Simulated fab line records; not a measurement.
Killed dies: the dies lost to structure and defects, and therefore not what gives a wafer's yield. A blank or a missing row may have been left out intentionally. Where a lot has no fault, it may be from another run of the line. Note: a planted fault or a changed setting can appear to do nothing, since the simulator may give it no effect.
Split-lot trial    flow berkeley cmos170    23 wafers read across 5 lots, on a route 331 steps long

## THE SPLIT
At UCB170_NWELL_CVD_04 (deposits Si3N4 from SiH2Cl2/NH3, target thk 224 nm, time 3360 s), the setting time s was moved away from the recipe's 3360 s on 10 of the 23 wafers read, by -8.9% to -5.2%. The other wafers ran this setting at the recipe's value.

Split to reading: the file shows no intervening step.

## THE READING
Values of NWELL_NITRIDE_THK in nm from UCB170_NWELL_THK_MEAS_05. On this fab line, fault-free wafers typically give 225.8 nm with a standard deviation of 1.7 nm.

wafer   tool, chamber at the split  time s as run, s  against the recipe  NWELL_NITRIDE_THK, nm  against lot-mates on the recipe
L077.1  lpcvd-01, 1                 3360              recipe              222.8                  -
L077.2  lpcvd-01, 1                 3360              recipe              223.1                  -
L077.4  lpcvd-01, 1                 3360              recipe              222.8                  -
L080.2  -, -                        3360              recipe              227.9                  -
L080.3  -, -                        3360              recipe              225.7                  -
L080.4  -, -                        3360              recipe              225.7                  -
L080.5  -, -                        3360              recipe              228.3                  -
L080.6  -, -                        3360              recipe              228.3                  -
L082.1  -, -                        3184              -5.2%               215.9                  no lot-mate on the recipe
L082.2  -, -                        3184              -5.2%               216.9                  no lot-mate on the recipe
L082.4  -, -                        3184              -5.2%               215.2                  no lot-mate on the recipe
L082.5  -, -                        3184              -5.2%               214.7                  no lot-mate on the recipe
L082.6  -, -                        3184              -5.2%               212.7                  no lot-mate on the recipe
L083.1  -, -                        3062              -8.9%               204.8                  no lot-mate on the recipe
L083.2  -, -                        3062              -8.9%               205.5                  no lot-mate on the recipe
L083.3  -, -                        3062              -8.9%               204.3                  no lot-mate on the recipe
L083.5  -, -                        3062              -8.9%               205.3                  no lot-mate on the recipe
L083.6  -, -                        3062              -8.9%               204.8                  no lot-mate on the recipe
L084.1  -, -                        3360              recipe              223.9                  -
L084.2  -, -                        3360              recipe              226.0                  -
L084.4  -, -                        3360              recipe              224.8                  -
L084.5  -, -                        3360              recipe              225.1                  -
L084.6  -, -                        3360              recipe              225.1                  -

FIT RESULTS
A straight line over all 23 wafers: NWELL_NITRIDE_THK changes by +2.24 nm for each +1% of time s; r = +0.98; the points scatter about the line by 1.8 nm.
Too few moved wafers with a lot-mate on the recipe to fit a line net of each lot's own level.

## THE WHOLE CHAIN: every reading that the file lists as answering this split, in the file's order
step                      what it does                                                                  reading                                                                        change (the file's fit)               r (the file's)
UCB170_NWELL_CVD_04       deposits Si3N4 from SiH2Cl2/NH3, target thk 224 nm, time 3360 s               Si3N4_of_NWELL_CVD_04.thk nm (the simulator's own value, which no gauge read)  +2.24 nm for each +1% of the setting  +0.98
UCB170_NWELL_THK_MEAS_05                                                                                NWELL_NITRIDE_THK                                                              +2.24 for each +1% of the setting     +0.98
UCB170_NWELL_ETCH_13      etches Si3N4 in CH3F/Ar/O2, stops on SiO2, target depth 246.4 nm, time 154 s  etch.depth nm (the simulator's own value, which no gauge read)                 +2.15 nm for each +1% of the setting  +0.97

## FILE'S OWN FIT
NWELL_NITRIDE_THK changes by +2.24 nm for each +1% of time s, r = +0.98.
